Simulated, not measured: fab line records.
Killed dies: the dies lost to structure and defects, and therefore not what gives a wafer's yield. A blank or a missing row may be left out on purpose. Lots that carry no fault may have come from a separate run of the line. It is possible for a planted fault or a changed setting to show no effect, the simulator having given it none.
Split-lot experiment :: flow berkeleyCmos170 :: 5 lots, 23 wafers read, on a route of 331 steps

## ABOUT THE SPLIT
At UCB170_V1_ETCH_14 (etches SiO2 in CHF3/CF4/Ar, stops on Al, target depth 1250 nm, time 291 s), the setting timeS was moved away from the recipe's 291 s on 9 of the 23 wafers read, by -12.9% to +9.3%. This setting was run at the recipe's value on the other wafers.

The split's own step is where the reading is taken.

## THE READING
KrF_of_V1_COAT_07.thkNm (the simulator's own value, which no gauge read), in nm, at UCB170_V1_ETCH_14 (etches SiO2 in CHF3/CF4/Ar, stops on Al, target depth 1250 nm, time 291 s). No usual value for it is given in the file. Across the 14 wafers here that went through the recipe, the average is 609.6 nm and the standard deviation 4.7 nm.

wafer: L075.1
tool, chamber at the split: rieDiel-02, 0
timeS as run, s: 291
against the recipe: recipe
KrF_of_V1_COAT_07.thkNm, nm: 611.1
against lot-mates on the recipe: -

wafer: L075.4
tool, chamber at the split: rieDiel-02, 3
timeS as run, s: 291
against the recipe: recipe
KrF_of_V1_COAT_07.thkNm, nm: 601.5
against lot-mates on the recipe: -

wafer: L075.6
tool, chamber at the split: rieDiel-02, 1
timeS as run, s: 291
against the recipe: recipe
KrF_of_V1_COAT_07.thkNm, nm: 608.1
against lot-mates on the recipe: -

wafer: L076.1
tool, chamber at the split: rieDiel-03, 1
timeS as run, s: 291
against the recipe: recipe
KrF_of_V1_COAT_07.thkNm, nm: 611.5
against lot-mates on the recipe: -

wafer: L076.2
tool, chamber at the split: rieDiel-03, 0
timeS as run, s: 291
against the recipe: recipe
KrF_of_V1_COAT_07.thkNm, nm: 611.3
against lot-mates on the recipe: -

wafer: L076.3
tool, chamber at the split: rieDiel-03, 2
timeS as run, s: 291
against the recipe: recipe
KrF_of_V1_COAT_07.thkNm, nm: 606.8
against lot-mates on the recipe: -

wafer: L076.5
tool, chamber at the split: rieDiel-03, 0
timeS as run, s: 253.9
against the recipe: -12.7%
KrF_of_V1_COAT_07.thkNm, nm: 650
against lot-mates on the recipe: +40.1

wafer: L076.6
tool, chamber at the split: rieDiel-03, 2
timeS as run, s: 253.9
against the recipe: -12.7%
KrF_of_V1_COAT_07.thkNm, nm: 639
against lot-mates on the recipe: +29.1

wafer: L077.1
tool, chamber at the split: rieDiel-04, 1
timeS as run, s: 291
against the recipe: recipe
KrF_of_V1_COAT_07.thkNm, nm: 613.8
against lot-mates on the recipe: -

wafer: L077.3
tool, chamber at the split: rieDiel-04, 2
timeS as run, s: 318
against the recipe: +9.3%
KrF_of_V1_COAT_07.thkNm, nm: 586.3
against lot-mates on the recipe: -22.4

wafer: L077.4
tool, chamber at the split: rieDiel-04, 0
timeS as run, s: 291
against the recipe: recipe
KrF_of_V1_COAT_07.thkNm, nm: 606.1
against lot-mates on the recipe: -

wafer: L077.5
tool, chamber at the split: rieDiel-04, 3
timeS as run, s: 318
against the recipe: +9.3%
KrF_of_V1_COAT_07.thkNm, nm: 583.7
against lot-mates on the recipe: -25.0

wafer: L077.6
tool, chamber at the split: rieDiel-04, 0
timeS as run, s: 291
against the recipe: recipe
KrF_of_V1_COAT_07.thkNm, nm: 606.2
against lot-mates on the recipe: -

wafer: L084.1
tool, chamber at the split: rieDiel-02, 1
timeS as run, s: 291
against the recipe: recipe
KrF_of_V1_COAT_07.thkNm, nm: 618.5
against lot-mates on the recipe: -

wafer: L084.2
tool, chamber at the split: rieDiel-02, 3
timeS as run, s: 253.4
against the recipe: -12.9%
KrF_of_V1_COAT_07.thkNm, nm: 649.3
against lot-mates on the recipe: +30.9

wafer: L084.3
tool, chamber at the split: rieDiel-02, 0
timeS as run, s: 253.4
against the recipe: -12.9%
KrF_of_V1_COAT_07.thkNm, nm: 652.4
against lot-mates on the recipe: +34.0

wafer: L084.4
tool, chamber at the split: rieDiel-02, 2
timeS as run, s: 253.4
against the recipe: -12.9%
KrF_of_V1_COAT_07.thkNm, nm: 650
against lot-mates on the recipe: +31.6

wafer: L084.6
tool, chamber at the split: rieDiel-02, 1
timeS as run, s: 291
against the recipe: recipe
KrF_of_V1_COAT_07.thkNm, nm: 618.2
against lot-mates on the recipe: -

wafer: L083.1
tool, chamber at the split: rieDiel-02, 1
timeS as run, s: 291
against the recipe: recipe
KrF_of_V1_COAT_07.thkNm, nm: 608
against lot-mates on the recipe: -

wafer: L083.2
tool, chamber at the split: rieDiel-02, 3
timeS as run, s: 314.1
against the recipe: +7.9%
KrF_of_V1_COAT_07.thkNm, nm: 586.7
against lot-mates on the recipe: -20.3

wafer: L083.3
tool, chamber at the split: rieDiel-02, 2
timeS as run, s: 314.1
against the recipe: +7.9%
KrF_of_V1_COAT_07.thkNm, nm: 588.3
against lot-mates on the recipe: -18.7

wafer: L083.4
tool, chamber at the split: rieDiel-02, 0
timeS as run, s: 291
against the recipe: recipe
KrF_of_V1_COAT_07.thkNm, nm: 604.8
against lot-mates on the recipe: -

wafer: L083.5
tool, chamber at the split: rieDiel-02, 2
timeS as run, s: 291
against the recipe: recipe
KrF_of_V1_COAT_07.thkNm, nm: 608.2
against lot-mates on the recipe: -

THE FIT
A straight line over all 23 wafers: KrF_of_V1_COAT_07.thkNm changes by -2.91 nm for each +1% of timeS; r = -0.98; the points scatter about the line by 4.5 nm.
The same after taking each lot's own level away (the mean of its wafers on the recipe; 23 wafers): -2.56 nm for each +1%; r = -0.99; scatter 3 nm.
The reading moves by 33 nm for the largest change in timeS, on that fit.
From 606.90 to 618.35 nm: that is the span of the lots' own levels, equal to 2.4 times the standard deviation above.
Hence the slope depends on the lot-to-lot level, as the two fits are not the same.
Check: for one of the wafers moved furthest among these (-12.9%), held out of the fit, the line's prediction against its lot-mates is +33.7 nm. It came out at +30.9 nm against them.

## THE OTHER SPLITS THESE WAFERS WENT THROUGH
These wafers also went through other splits before the reading. Each is held against what the fit with the lots' levels taken away leaves over:
other split on the same wafers: UCB170_PSD_PEB_04 pebTempC
wafers away from the commonest value: 10
r with KrF_of_V1_COAT_07.thkNm (lot level and that fit taken away): +0.15

other split on the same wafers: UCB170_SDANNEAL_RTA_01 timeS
wafers away from the commonest value: 5
r with KrF_of_V1_COAT_07.thkNm (lot level and that fit taken away): -0.04

other split on the same wafers: UCB170_SILICIDE_SPUTTER_01 timeS
wafers away from the commonest value: 7
r with KrF_of_V1_COAT_07.thkNm (lot level and that fit taken away): +0.05

other split on the same wafers: UCB170_M1_SPUTTER_00 powerW
wafers away from the commonest value: 7
r with KrF_of_V1_COAT_07.thkNm (lot level and that fit taken away): -0.01

other split on the same wafers: UCB170_M1_METAL_ETCH_12 timeS
wafers away from the commonest value: 6
r with KrF_of_V1_COAT_07.thkNm (lot level and that fit taken away): -0.01

## THE WHOLE CHAIN: every reading that the file lists as answering this split, in the file's order
step: UCB170_V1_ETCH_14
what it does: etches SiO2 in CHF3/CF4/Ar, stops on Al, target depth 1250 nm, time 291 s
reading: KrF_of_V1_COAT_07.thkNm (the simulator's own value, which no gauge read)
change (the file's fit): -2.58 nm for each +1% of the setting
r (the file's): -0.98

step: UCB170_V1_STRIP_15
what it does: strips in O2
reading: stripTimeToEndpointS
change (the file's fit): withheld for each +1% of the setting
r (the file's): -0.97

## THE FILE'S OWN FIT
KrF_of_V1_COAT_07.thkNm changes by -2.58 nm for each +1% of timeS, r = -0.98.
